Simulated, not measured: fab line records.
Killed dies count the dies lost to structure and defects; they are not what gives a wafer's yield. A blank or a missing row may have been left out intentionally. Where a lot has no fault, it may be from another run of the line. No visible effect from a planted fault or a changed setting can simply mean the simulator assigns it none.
A struck lot beside a sound one / flow berkeley cmos170 / 15 out of 331 route steps
Sound: these wafers, L499.1, L499.2, L499.5. Struck: wafers L494.1, L494.2, L494.3. At the end, the cause is stated.
Per side, at each step with rows, come the tool, then ch with its chambers, and then its first start. Under that, the readings that differ: sound wafers / struck wafers / difference of the means / sigmas: that difference in standard deviations of wafers without a fault.
alike: a reading whose means differ by less than 2 such deviations, as well as words and numbers matching on both sides. not compared: withheld readings; readings where some wafer has no value; bounds like >300 that might hide an equal value; numbers whose values overlap and for which the record gives no deviation.
The two part at a step that has a row with sigmas, a row that says differs or no value, or rows on one side only. Non-overlapping numbers with no deviation appear without sigmas and do not part them. A reading missing from all wafers of one side parts the sides only when that side holds two or more wafers.

first, 1 step without rows for these wafers: UCB170_M2_SOFTBAKE_06 (time 60 s).
UCB170_M2_STRIP_07: strips in O2.
  sound on plasma asher-01 ch 0,1, day 11 22:25; struck on plasma asher-02 ch 0,1, day 10 21:02
reading=oes product au (a.u.); sound=0.748 0.743 0.739; struck=0.732 0.737 0.731; difference=-0.010; sigmas=-2
  alike: drypump motor current A, strip time to endpoint s
  not compared: rf hours counter h
then, 7 steps without rows for these wafers: UCB170_M2_STRIP_08 (strips KrF in DMSO, time 600 s); UCB170_M2_COAT_09; UCB170_M2_COAT_10 (resist thk 900 nm); UCB170_M2_SOFTBAKE_11 (time 60 s); UCB170_M2_EXPOSE_12 (exposes mask METAL2, target cd 700 nm); UCB170_M2_PEB_13; UCB170_M2_DEVELOP_14 (develop time 45 s).
UCB170_M2_CD_MEAS_15 targets a cd of 700 nm.
  sound: cd sem-02 at day 12 00:42; struck: cd sem-01 at day 10 23:13
  alike: cd nm
UCB170_M2_OVL_MEAS_16:
  sound: overlay-02 at day 12 00:49; struck: overlay-02 at day 10 23:20
  alike: M2_OVL
UCB170_M2_ETCH_17: etches BARC in N2/H2.
  sound on rie diel-03 ch 0,2,3, day 12 00:51; struck on rie diel-01 ch 1,2,3, day 10 23:22
reading=chamber pressure mTorr (mTorr); sound=30.02 29.98 29.68; struck=29.97 30.05 30.02; difference=+0.12; sigmas=+3
  alike: bias w, drypump motor current A, oes product au, throttle valve pct
UCB170_M2_METAL_ETCH_18: etches Al in Cl2/BCl3, stops on SiO2, target depth 1170 nm, time 195 s.
  sound on rie metal-04 ch 0,1, day 12 00:53; struck on rie metal-02 ch 0,1, day 10 23:25
  no value came back on the struck wafers for any of 5 readings (bcl3 flow sccm (sccm), bias w (W) and others); on the sound wafers bcl3 flow sccm (sccm) reads 44.75 44.94 44.99
reading=model.KrF_of_M2_COAT_10.thk nm (nm); sound=217.6 208.5 223.5; struck=884.5 886.6 884.9; difference=+668.8; sigmas=
reading=model.SiO2_of_V1_CVD_00.thk nm (nm); sound=938.3 936.3 937.2; struck=995 993.3 994.2; difference=+57; sigmas=
  not compared: rf hours counter h
UCB170_M2_STRIP_19: strips in O2.
  sound on plasma asher-03 ch 0,1, day 12 01:05; struck on plasma asher-02 ch 0,1, day 10 23:36
reading=oes product au (a.u.); sound=0.555 0.542 0.547; struck=0.726 0.727 0.732; difference=+0.180; sigmas=+18
  alike: drypump motor current A
  not compared: rf hours counter h
UCB170_M2_CD_MEAS_90 targets a cd of 700 nm.
  sound: cd sem-02 at day 12 01:11; struck: cd sem-01 at day 10 23:42
reading=cd nm (nm); sound=694.5 699.6 696.3; struck=- - -; difference=no value on the struck wafers; sigmas=

WHERE THEY PART
Earliest at UCB170_M2_STRIP_07; latest, in this record, at UCB170_M2_CD_MEAS_90.

WHY: what the simulator had put in
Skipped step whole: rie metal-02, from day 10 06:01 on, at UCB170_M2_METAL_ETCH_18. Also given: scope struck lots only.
